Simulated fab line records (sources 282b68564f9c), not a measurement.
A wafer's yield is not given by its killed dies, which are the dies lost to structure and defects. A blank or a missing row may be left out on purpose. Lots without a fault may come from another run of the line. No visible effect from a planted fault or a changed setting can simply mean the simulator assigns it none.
A lot that was struck, set against a sound lot / flow rit_cmos / 18 out of 202 route steps
Sound: these wafers, L559.1, L559.3, L559.4. Struck: wafers L553.2, L553.4, L553.5. At the end, the cause is stated.
Each step with rows lists, per side, the tool, then ch with its chambers, then its first start. Under that, the readings that differ: sound wafers / struck wafers / difference of the means / sigmas: that difference in standard deviations of wafers without a fault.
alike: a reading whose means differ by less than 2 such deviations, as well as words and numbers matching on both sides. not compared: withheld readings; readings where some wafer has no value; bounds like >300 that might hide an equal value; numbers whose values overlap and for which the record gives no deviation.
A row with sigmas, a row that says differs or no value, or rows on one side alone: a step with any of these is where the two part. Numbers that don't overlap but have no deviation are shown without sigmas and don't part them. Lack of a reading on every wafer of one side parts them only where that side has two or more wafers.

first, 1 step without rows for these wafers: RIT_GATE_HARDBAKE_18 (time 60 s).
RIT_GATE_ETCH_19: etches poly-Si in SF6/CHF3/O2, stops on SiO2, time 165 s, target depth 312.5 nm.
  sound on rie_si-02 ch 1,2,3, day 5 06:43; struck on rie_si-02 ch 0,1,2, day 4 01:43
  alike: chamber_pressure_mTorr, drypump_motor_current_A, oes_product_au, throttle_valve_pct
  not compared: rf_hours_counter_h
RIT_GATE_STRIP_20: strips in O2, time 180 s.
  sound on plasma_asher-01 ch 0,1, day 5 06:49; struck on plasma_asher-01 ch 0,1, day 4 01:50
  alike: chamber_pressure_mTorr, drypump_motor_current_A
  not compared: rf_hours_counter_h
RIT_GATE_CD_MEAS_90 targets a cd of 150 nm.
  sound on cd_sem-01 at day 5 06:59; struck on cd_sem-01 at day 4 02:01
  alike: cd_nm
then, 4 steps without rows for these wafers: RIT_REOX_CLEAN_00 (cleans in SC1, time 600 s); RIT_REOX_CLEAN_01 (cleans in dHF, time 30 s); RIT_REOX_CLEAN_02 (cleans in SC2, time 600 s); RIT_REOX_OXIDATION_03 (target thk 25.2 nm, ox time 5580 s).
RIT_REOX_THK_MEAS_04:
  sound on film_metro-02 at day 5 10:34; struck on film_metro-02 at day 4 05:07
reading=REOX_OXIDE_THK (nm); sound=24.7 24.7 24.9; struck=25.8 26.0 25.8; difference=+1.1; sigmas=+2
then, 3 steps without rows for these wafers: RIT_NLDD_HMDS_00 (prime time 60 s); RIT_NLDD_COAT_01 (resist thk 1000 nm); RIT_NLDD_SOFTBAKE_02 (time 60 s).
RIT_NLDD_EXPOSE_03: exposes mask M7, target cd 40700 nm.
  sound on iline_stepper-02 ch 0, day 5 11:05; struck on iline_stepper-01 ch 0, day 4 05:38
reading=model.NLDD.overlay_x_nm (nm); sound=0.01171 0.01171 0.01171; struck=-150.5 -150.5 -150.5; difference=-150.5; sigmas=
  alike: mask
then, 2 steps without rows for these wafers: RIT_NLDD_PEB_04; RIT_NLDD_DEVELOP_05 (develop time 50 s).
RIT_NLDD_OVL_MEAS_06:
  sound on overlay-01 at day 5 11:29; struck on overlay-01 at day 4 06:01
reading=NLDD_OVL (nm); sound=-1.1 -1.3 -0.1; struck=-148.0 -150.1 -147.2; difference=-147.6; sigmas=-92
then, 1 step without rows for these wafers: RIT_NLDD_HARDBAKE_07 (time 60 s).
RIT_M1_PROBE_99:
  sound on prober-01 at day 6 03:35; struck on prober-01 at day 4 21:34
reading=model.etest.nldd.width_nm (nm); sound=3182 3205 3206; struck=3119 3103 3109; difference=-87; sigmas=
  alike: killed_at_contacts, killed_at_front_end, killed_dies, killed_open, killed_short

== WHERE THEY PART ==
At RIT_REOX_THK_MEAS_04 first; at RIT_NLDD_OVL_MEAS_06 last (within this record only). Later steps at which nothing parts them and some readings are alike: RIT_M1_PROBE_99.

WHY: whatever the simulator had introduced
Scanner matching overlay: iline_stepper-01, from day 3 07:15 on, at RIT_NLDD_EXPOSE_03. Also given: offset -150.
